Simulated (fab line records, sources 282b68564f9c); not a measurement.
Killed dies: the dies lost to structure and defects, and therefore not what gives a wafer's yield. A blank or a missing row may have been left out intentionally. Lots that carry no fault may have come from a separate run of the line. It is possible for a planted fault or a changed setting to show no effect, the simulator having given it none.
Struck lot and sound lot, side by side + flow rit_cmos + 16 out of 202 route steps
Sound: wafers L875.1, L875.2, L875.3. Struck: wafers L878.1, L878.3, L878.6. The cause is named last.
At each step with rows: each side's tool, then ch and its chambers, then its first start. Under that, the readings that differ: sound wafers + struck wafers + difference of the means + sigmas: that difference in standard deviations of wafers without a fault.
alike: readings whose means differ by less than 2 such deviations, and words and numbers that are the same on both sides. not compared: withheld readings, readings that some wafer has no value for, bounds like >300 that may hide the same value, and numbers for which the record gives no deviation and whose values overlap.
A row with sigmas, a row that says differs or no value, or rows on one side alone: a step with any of these is where the two part. When numbers do not overlap yet have no deviation, they are printed without sigmas and do not part them. Lack of a reading on every wafer of one side parts them only where that side has two or more wafers.

first, 4 steps without rows for these wafers: RIT_ACTIVE_SOFTBAKE_07 (time 60 s); RIT_ACTIVE_EXPOSE_08 (exposes mask M1, target cd 1400 nm); RIT_ACTIVE_PEB_09; RIT_ACTIVE_DEVELOP_10 (develop time 50 s).
RIT_ACTIVE_CD_MEAS_11 targets a cd of 1400 nm.
  sound on cd_sem-01, day 3 17:50; struck on cd_sem-01, day 4 08:14
  alike: cd_nm
then, 1 step without rows for these wafers: RIT_ACTIVE_HARDBAKE_12 (time 60 s).
RIT_ACTIVE_ETCH_13: etches Si3N4 in SF6, stops on SiO2, time 210 s, target depth 210 nm.
  sound on rie_diel-03 ch 0,1,2, day 3 18:06; struck on rie_diel-03 ch 0,2,3, day 4 08:33
  alike: SF6_flow_sccm, drypump_motor_current_A, oes_product_au, throttle_valve_pct
  not compared: rf_hours_counter_h
RIT_ACTIVE_STRIP_14: strips in O2, time 180 s.
  sound on plasma_asher-02 ch 0,1, day 3 18:14; struck on plasma_asher-01 ch 0,1, day 4 08:41
  alike: drypump_motor_current_A
  not compared: rf_hours_counter_h
RIT_ACTIVE_CD_MEAS_90 targets a cd of 1400 nm.
  sound on cd_sem-02, day 3 18:25; struck on cd_sem-01, day 4 08:52
  alike: cd_nm
then, 3 steps without rows for these wafers: RIT_ACTIVE_CLEAN_15 (cleans in SC1, time 600 s); RIT_ACTIVE_CLEAN_16 (cleans in dHF, time 30 s); RIT_ACTIVE_CLEAN_17 (cleans in SC2, time 600 s).
RIT_FOX1_OXIDATION_00: target thk 350.7 nm, ox time 1130 s.
  sound on furnace-03 ch 0, day 3 19:03; struck on furnace-03 ch 0, day 4 09:31
| reading                                     | sound                | struck               | difference | sigmas      |
|---------------------------------------------|----------------------|----------------------|------------|-------------|
| spike_tc_centre_C (C)                       | 1106.3 1106.8 1104.1 | 1139.4 1140.9 1142.4 | +35.2      | +17         |
| spike_tc_load_C (C)                         | 1132.6 1131.1 1131.4 | 1166.0 1167.7 1165.8 | +34.8      | +17         |
| spike_tc_source_C (C)                       | 1127.3 1125.3 1126.6 | 1161.8 1161.2 1162.0 | +35.3      | +17         |
| tube_center_temp_C (C)                      | 1099.8 1100 1100.1   | 1135.1 1134.9 1135   | +35.0      | +99 or more |
| tube_center_temp_C_max                      | 1103.5 1102.3 1102.4 | 1137.9 1137.6 1138.0 | +35.1      | +82         |
| model.SiO2_of_FOX1_OXIDATION_00.thk_nm (nm) | 341.8 345.3 345.4    | 400.4 397.1 399.6    | +54.9      |             |
  alike: zone_power_source_pct
RIT_FOX1_THK_MEAS_01:
  sound on film_metro-04, day 3 20:22; struck on film_metro-04, day 4 10:50
| reading             | sound       | struck      | difference | sigmas |
|---------------------|-------------|-------------|------------|--------|
| FOX1_OXIDE_THK (nm) | 342 345 346 | 400 397 400 | +55        | +9     |
then, 1 step without rows for these wafers: RIT_FOX1_WET_ETCH_02 (etches SiO2 in BOE, target depth 350 nm, time 390 s).
RIT_M1_PROBE_99:
  only the struck wafers here have rows in the record (prober-01, day 6 08:16); the sound ones have none

## WHERE THEY PART
At RIT_FOX1_OXIDATION_00 first; at RIT_M1_PROBE_99 last (within this record only).

WHY: what had been put in by the simulator
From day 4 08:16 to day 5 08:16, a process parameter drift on furnace-03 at RIT_FOX1_OXIDATION_00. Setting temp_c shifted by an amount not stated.
